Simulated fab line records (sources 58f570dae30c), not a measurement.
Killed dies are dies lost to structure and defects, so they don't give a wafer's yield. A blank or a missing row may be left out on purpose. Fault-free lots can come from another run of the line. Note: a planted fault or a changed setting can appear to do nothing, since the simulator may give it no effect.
Chamber matching || flow berkeley cmos170 || UCB170_V2_CMP_02 on cmp-01 has 4 sister chambers
The step polishes SiO2. 14 wafers are shown with their chamber, then 7 later ones without.

WAFERS WITH THEIR CHAMBER
{"wafer": "L525.1", "chamber": 0, "motor current A (A)": 18.9}
{"wafer": "L525.2", "chamber": 1, "motor current A (A)": 18.5}
{"wafer": "L525.5", "chamber": 1, "motor current A (A)": 18.4}
{"wafer": "L529.2", "chamber": 2, "motor current A (A)": 15.9}
{"wafer": "L529.3", "chamber": 3, "motor current A (A)": 15.0}
{"wafer": "L529.5", "chamber": 0, "motor current A (A)": 19.0}
{"wafer": "L530.2", "chamber": 1, "motor current A (A)": 18.2}
{"wafer": "L530.3", "chamber": 2, "motor current A (A)": 15.0}
{"wafer": "L530.5", "chamber": 1, "motor current A (A)": 19.7}
{"wafer": "L535.1", "chamber": 1, "motor current A (A)": 18.9}
{"wafer": "L535.2", "chamber": 2, "motor current A (A)": 15.5}
{"wafer": "L535.6", "chamber": 1, "motor current A (A)": 20.1}
{"wafer": "L544.1", "chamber": 1, "motor current A (A)": 18.3}
{"wafer": "L544.4", "chamber": 2, "motor current A (A)": 16.0}

SIGNATURES (averages over the wafers above)
{"reading": "motor current A", "chamber 0": 18.950, "chamber 1": 18.871, "chamber 2": 15.600, "chamber 3": 15.000, "scatter within a chamber": 0.629}
Rule: for each reading, subtract the chamber's mean from the wafer's reading, divide by that reading's scatter and square the result; add these up over the readings and take the root, which gives the wafer's distance from the chamber. The wafer belongs to the nearest chamber; if the next one is less than 2 further off, it can't be placed. The scatter is the square root of a quotient: the sum, over the shown wafers, of each reading's squared deviation from its chamber's mean, divided by wafers minus chambers.

WAFERS WHOSE CHAMBER IS MISSING
{"wafer": "L544.5", "motor current A (A)": 17.4}
{"wafer": "L548.1", "motor current A (A)": 19.4}
{"wafer": "L548.2", "motor current A (A)": 15.3}
{"wafer": "L548.4", "motor current A (A)": 15.9}
{"wafer": "L546.1", "motor current A (A)": 16.3}
{"wafer": "L546.2", "motor current A (A)": 14.6}
{"wafer": "L546.5", "motor current A (A)": 16.0}

WHICH CHAMBER EACH WENT THROUGH
{"wafer": "L544.5", "from the rows above": "can't be placed: 1 or 0 or 2 or 3", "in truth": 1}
{"wafer": "L548.1", "from the rows above": "can't be placed: 0 or 1", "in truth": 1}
{"wafer": "L548.2", "from the rows above": "can't be placed: 2 or 3", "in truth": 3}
{"wafer": "L548.4", "from the rows above": "can't be placed: 2 or 3", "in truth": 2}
{"wafer": "L546.1", "from the rows above": "can't be placed: 2 or 3", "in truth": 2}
{"wafer": "L546.2", "from the rows above": "can't be placed: 3 or 2", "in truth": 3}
{"wafer": "L546.5", "from the rows above": "can't be placed: 2 or 3", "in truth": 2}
Placed correctly: 0 of 7. Not placeable from these rows: 7 (in 7, the candidates include the true chamber). Placed wrongly: 0.
